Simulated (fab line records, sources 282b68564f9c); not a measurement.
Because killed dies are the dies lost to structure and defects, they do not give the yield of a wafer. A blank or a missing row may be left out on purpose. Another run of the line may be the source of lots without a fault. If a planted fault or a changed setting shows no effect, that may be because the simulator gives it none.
Lot-split experiment | flow rit cmos | 23 wafers read across 5 lots, on a route 202 steps long

== THE SPLIT ==
At RIT_NSD_IMPLANT_08, the setting dose cm2 was moved away from the recipe's 1e+15 on 9 of the 23 wafers read, by -6.6% to -3.9%. All remaining wafers had this setting at the recipe value.

== FROM THE SPLIT TO THE READING: what the file shows between them, 12 steps ==
- RIT_NSD_STRIP_09: strips in O2, time 180 s
- RIT_NSD_TW_MEAS_10
- RIT_PSD_COAT_01: resist thk 1000 nm (also split here: resist thk nm)
- RIT_PSD_SOFTBAKE_02: time 60 s
- RIT_PSD_EXPOSE_03: exposes mask M10, target cd 40900 nm
- RIT_PSD_DEVELOP_05: develop time 50 s
- RIT_PSD_HARDBAKE_07: time 60 s
- RIT_PSD_IMPLANT_08 (also split here: energy kev)
- RIT_PSD_STRIP_09: strips in O2, time 180 s
- RIT_SDANNEAL_CLEAN_02: cleans in SC2, time 600 s
- RIT_SDANNEAL_RTA_03: time 5 s
- RIT_SDANNEAL_RS_MEAS_04: measures by four-point-probe

== THE READING ==
NSD_RS, in ohm/sq, at RIT_SDANNEAL_RS_MEAS_05 (measures by four-point-probe). Typical for fault-free wafers on this fab line: 84.50 ohm/sq, with standard deviation 0.29 ohm/sq.

wafer  | tool, chamber at the split | dose cm2 as run | against the recipe | NSD_RS, ohm/sq | against lot-mates on the recipe
L075.1 | implanter-04, 0            | 9.344e+14       | -6.6%              | 89.51          | +4.62
L075.2 | implanter-04, 0            | 9.344e+14       | -6.6%              | 89.62          | +4.73
L075.4 | implanter-04, 0            | 1e+15           | recipe             | 85.08          | -
L075.5 | implanter-04, 0            | 9.344e+14       | -6.6%              | 89.32          | +4.43
L075.6 | implanter-04, 0            | 1e+15           | recipe             | 84.70          | -
L078.1 | implanter-03, 0            | 9.584e+14       | -4.2%              | 87.47          | +3.00
L078.2 | implanter-03, 0            | 1e+15           | recipe             | 84.51          | -
L078.3 | implanter-03, 0            | 1e+15           | recipe             | 84.36          | -
L078.5 | implanter-03, 0            | 1e+15           | recipe             | 84.53          | -
L078.6 | implanter-03, 0            | 9.584e+14       | -4.2%              | 87.22          | +2.75
L080.1 | implanter-04, 0            | 1e+15           | recipe             | 84.53          | -
L080.2 | implanter-04, 0            | 9.607e+14       | -3.9%              | 87.62          | +2.82
L080.3 | implanter-04, 0            | 1e+15           | recipe             | 85.17          | -
L080.4 | implanter-04, 0            | 9.607e+14       | -3.9%              | 87.23          | +2.43
L080.5 | implanter-04, 0            | 1e+15           | recipe             | 84.69          | -
L081.1 | implanter-04, 0            | 1e+15           | recipe             | 84.83          | -
L081.2 | implanter-04, 0            | 1e+15           | recipe             | 84.86          | -
L081.3 | implanter-04, 0            | 9.37e+14        | -6.3%              | 89.01          | +4.24
L081.5 | implanter-04, 0            | 1e+15           | recipe             | 84.61          | -
L081.6 | implanter-04, 0            | 9.37e+14        | -6.3%              | 89.13          | +4.36
L082.1 | implanter-04, 0            | 1e+15           | recipe             | 84.31          | -
L082.3 | implanter-04, 0            | 1e+15           | recipe             | 84.18          | -
L082.6 | implanter-04, 0            | 1e+15           | recipe             | 84.62          | -

THE FIT
A straight line over all 23 wafers: NSD_RS changes by -0.716 ohm/sq for each +1% of dose cm2; r = -0.99; the points scatter about the line by 0.26 ohm/sq.
The same after taking each lot's own level away (the mean of its wafers on the recipe; 23 wafers): -0.691 ohm/sq for each +1%; r = -1.00; scatter 0.17 ohm/sq.
Per that fit: largest dose cm2 move, reading shift of 4.5 ohm/sq.
The span of the lots' own levels, 84.370 to 84.890 ohm/sq, comes to 1.8 times the standard deviation stated above.
The two slopes agree, so the slope changes little with the lot-to-lot level.
Check: with one of the wafers moved furthest among these (-6.6%) left out of the fit, the line predicts +4.51 ohm/sq for it against its lot-mates. It came out at +4.62 ohm/sq against them.

== OTHER SPLITS APPLIED TO THESE WAFERS ==
Other splits were also applied to these wafers ahead of the reading. Each is held against what the fit with the lots' levels taken away leaves over:
other split on the same wafers | wafers away from the commonest value | r with NSD_RS (lot level and that fit taken away)
RIT_NSD_COAT_01 resist thk nm  | 5                                    | +0.04
RIT_PSD_COAT_01 resist thk nm  | 9                                    | +0.21
RIT_PSD_IMPLANT_08 energy kev  | 10                                   | +0.31

== THE WHOLE CHAIN: every reading that the file lists as answering this split, in the file's order ==
step                    | what it does                 | reading | change (the file's fit)            | r (the file's)
RIT_NSD_TW_MEAS_10      |                              | NSD_TW  | +7.39 for each +1% of the setting  | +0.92
RIT_SDANNEAL_RS_MEAS_05 | measures by four-point-probe | NSD_RS  | -0.689 for each +1% of the setting | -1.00

== THE FILE'S OWN FIT ==
NSD_RS changes by -0.689 ohm/sq for each +1% of dose cm2, r = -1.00.
